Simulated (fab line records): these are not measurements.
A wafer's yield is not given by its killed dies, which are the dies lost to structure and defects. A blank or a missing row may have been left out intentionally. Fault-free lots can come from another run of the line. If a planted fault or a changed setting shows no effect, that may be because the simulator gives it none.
Split-lot study ; flow rit cmos ; on a route of 202 steps: 5 lots, 23 wafers read

THE SPLIT
At RIT_SPACER_CVD_03 (deposits Si3N4 from SiH2Cl2/NH3, target thk 250 nm, time 3300 s), the setting nh3 flow sccm was moved away from the recipe's 150 sccm on 15 of the 23 wafers read, by -8.8% to +11.9%. This setting was run at the recipe's value on the other wafers.

FROM THE SPLIT TO THE READING: what the file shows between them, 4 steps
- RIT_NSD_IMPLANT_08 (also split here: dose cm2)
- RIT_PSD_DEVELOP_05: develop time 50 s (also split here: dev temp c)
- RIT_PSD_HARDBAKE_07: time 60 s
- RIT_PSD_STRIP_09: strips in O2, time 180 s

THE READING
Si3N4_of_SPACER_CVD_03.thk nm (the simulator's own value, which no gauge read), in nm, at RIT_SDANNEAL_CLEAN_00 (cleans in SC1, time 600 s). The file gives no usual value for it. The 8 wafers here that ran the recipe average 194.8 nm, standard deviation 1.2 nm.

wafer;tool, chamber at the split;nh3 flow sccm as run, sccm;against the recipe;Si3N4_of_SPACER_CVD_03.thk nm, nm;against lot-mates on the recipe
L074.1;-, -;136.8;-8.8%;183.2;no lot-mate on the recipe
L074.2;-, -;136.8;-8.8%;182.8;no lot-mate on the recipe
L074.3;-, -;136.8;-8.8%;183.3;no lot-mate on the recipe
L074.4;-, -;136.8;-8.8%;180.2;no lot-mate on the recipe
L074.5;-, -;136.8;-8.8%;183.4;no lot-mate on the recipe
L075.1;-, -;161.5;+7.7%;206.5;no lot-mate on the recipe
L075.3;-, -;161.5;+7.7%;207.6;no lot-mate on the recipe
L075.4;-, -;161.5;+7.7%;206.2;no lot-mate on the recipe
L075.5;-, -;161.5;+7.7%;205.6;no lot-mate on the recipe
L075.6;-, -;161.5;+7.7%;207.5;no lot-mate on the recipe
L076.1;lpcvd-01, 1;150;recipe;196;-
L076.3;lpcvd-01, 1;150;recipe;196.8;-
L076.5;lpcvd-01, 1;150;recipe;194.8;-
L082.1;-, -;150;recipe;194.4;-
L082.3;-, -;150;recipe;194;-
L082.4;-, -;150;recipe;195.7;-
L082.5;-, -;150;recipe;192.5;-
L082.6;-, -;150;recipe;194.5;-
L084.2;-, -;167.9;+11.9%;212.5;no lot-mate on the recipe
L084.3;-, -;167.9;+11.9%;210.8;no lot-mate on the recipe
L084.4;-, -;167.9;+11.9%;211.2;no lot-mate on the recipe
L084.5;-, -;167.9;+11.9%;211.3;no lot-mate on the recipe
L084.6;-, -;167.9;+11.9%;211;no lot-mate on the recipe

FIT RESULTS
A straight line over all 23 wafers: Si3N4_of_SPACER_CVD_03.thk nm changes by +1.41 nm for each +1% of nh3 flow sccm; r = +0.99; the points scatter about the line by 1.2 nm.
Too few moved wafers have a lot-mate on the recipe to fit a line with each lot's own level taken away.

THE FILE'S OWN FIT
Si3N4_of_SPACER_CVD_03.thk nm changes by +1.41 nm for each +1% of nh3 flow sccm, r = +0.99.
